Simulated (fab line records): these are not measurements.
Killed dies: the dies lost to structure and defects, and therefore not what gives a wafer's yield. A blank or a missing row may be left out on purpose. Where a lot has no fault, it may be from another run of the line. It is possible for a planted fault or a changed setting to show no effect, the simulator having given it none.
Split-lot study -- flow berkeley cmos170 -- on a route of 331 steps: 5 lots, 23 wafers read

ABOUT THE SPLIT
At UCB170_PLDD_PEB_04, the setting peb temp c was moved away from the recipe's 130 C on 7 of the 23 wafers read, by -2.8% to -1.2%. For the rest of the wafers, this setting stayed at what the recipe calls for.

SPLIT TO READING: what lies between them in the file, 1 step
- UCB170_PLDD_DEVELOP_05: develop time 45 s

THE READING
cd nm (nm) at UCB170_PLDD_CD_MEAS_06, where the cd target is 1200 nm. Typical for fault-free wafers on this fab line: 1200.1 nm, with standard deviation 1.6 nm.

wafer,"tool, chamber at the split","peb temp c as run, C",against the recipe,"cd nm, nm",against lot-mates on the recipe
L076.1,"litho track-04, 0",130,recipe,1199.9,-
L076.4,"litho track-04, 0",130,recipe,1200.4,-
L076.6,"litho track-04, 0",130,recipe,1199.6,-
L079.1,"litho track-04, 0",130,recipe,1201.1,-
L079.2,"litho track-04, 0",130,recipe,1200.3,-
L079.3,"litho track-04, 0",130,recipe,1200.1,-
L079.4,"litho track-04, 0",130,recipe,1199.4,-
L079.5,"litho track-04, 0",130,recipe,1198.6,-
L081.1,"litho track-01, 0",130,recipe,1200.8,-
L081.2,"litho track-01, 0",130,recipe,1200.4,-
L081.3,"litho track-01, 0",126.4,-2.8%,1172.7,-27.5
L081.5,"litho track-01, 0",126.4,-2.8%,1171.7,-28.5
L081.6,"litho track-01, 0",130,recipe,1199.5,-
L084.1,"litho track-02, 0",127.4,-2.0%,1178.1,-21.2
L084.2,"litho track-02, 0",130,recipe,1198.2,-
L084.4,"litho track-02, 0",130,recipe,1199.1,-
L084.5,"litho track-02, 0",130,recipe,1200.5,-
L084.6,"litho track-02, 0",127.4,-2.0%,1179.8,-19.5
L082.2,"litho track-04, 0",128.5,-1.2%,1188.9,-10.4
L082.3,"litho track-04, 0",130,recipe,1199.8,-
L082.4,"litho track-04, 0",128.5,-1.2%,1186.2,-13.1
L082.5,"litho track-04, 0",130,recipe,1198.8,-
L082.6,"litho track-04, 0",128.5,-1.2%,1188.6,-10.7

FIT RESULTS
A straight line over all 23 wafers: cd nm changes by +10.1 nm for each +1% of peb temp c; r = +1.00; the points scatter about the line by 0.91 nm.
The same after taking each lot's own level away (the mean of its wafers on the recipe; 23 wafers): +10.1 nm for each +1%; r = +1.00; scatter 0.83 nm.
On that fit, the largest move of peb temp c shifts the reading by 28 nm.
Measured against the standard deviation above, the lots' own levels, which go from 1199.27 to 1200.23 nm, span 0.6 times it.
The two slopes are in agreement: the lot-to-lot level therefore moves the slope only a little.
Check: with one of the wafers moved furthest among these (-2.8%) left out of the fit, the line predicts -28.1 nm for it against its lot-mates. It came out at -27.5 nm against them.

FURTHER SPLITS ON THESE WAFERS
Note: prior to the reading, these wafers also went through further splits. Each is held against what the fit with the lots' levels taken away leaves over:
other split on the same wafers,wafers away from the commonest value,r with cd nm (lot level and that fit taken away)
UCB170_START_OXIDATION_02 ox time s,15,+0.09
UCB170_ZERO_STRIP_07 o2 flow sccm,4,-0.18
UCB170_PWELL_CVD_05 time s,15,+0.02
UCB170_ACTIVE_OXIDATION_02 ox time s,15,+0.08
UCB170_ACTIVE_COAT_08 spin rpm,9,+0.27
UCB170_ACTIVE_ETCH_15 rf w,8,-0.05
UCB170_SCREENOX_OXIDATION_01 ox time s,15,+0.06

FILE'S OWN FIT
cd nm changes by +10.1 nm for each +1% of peb temp c, r = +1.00.
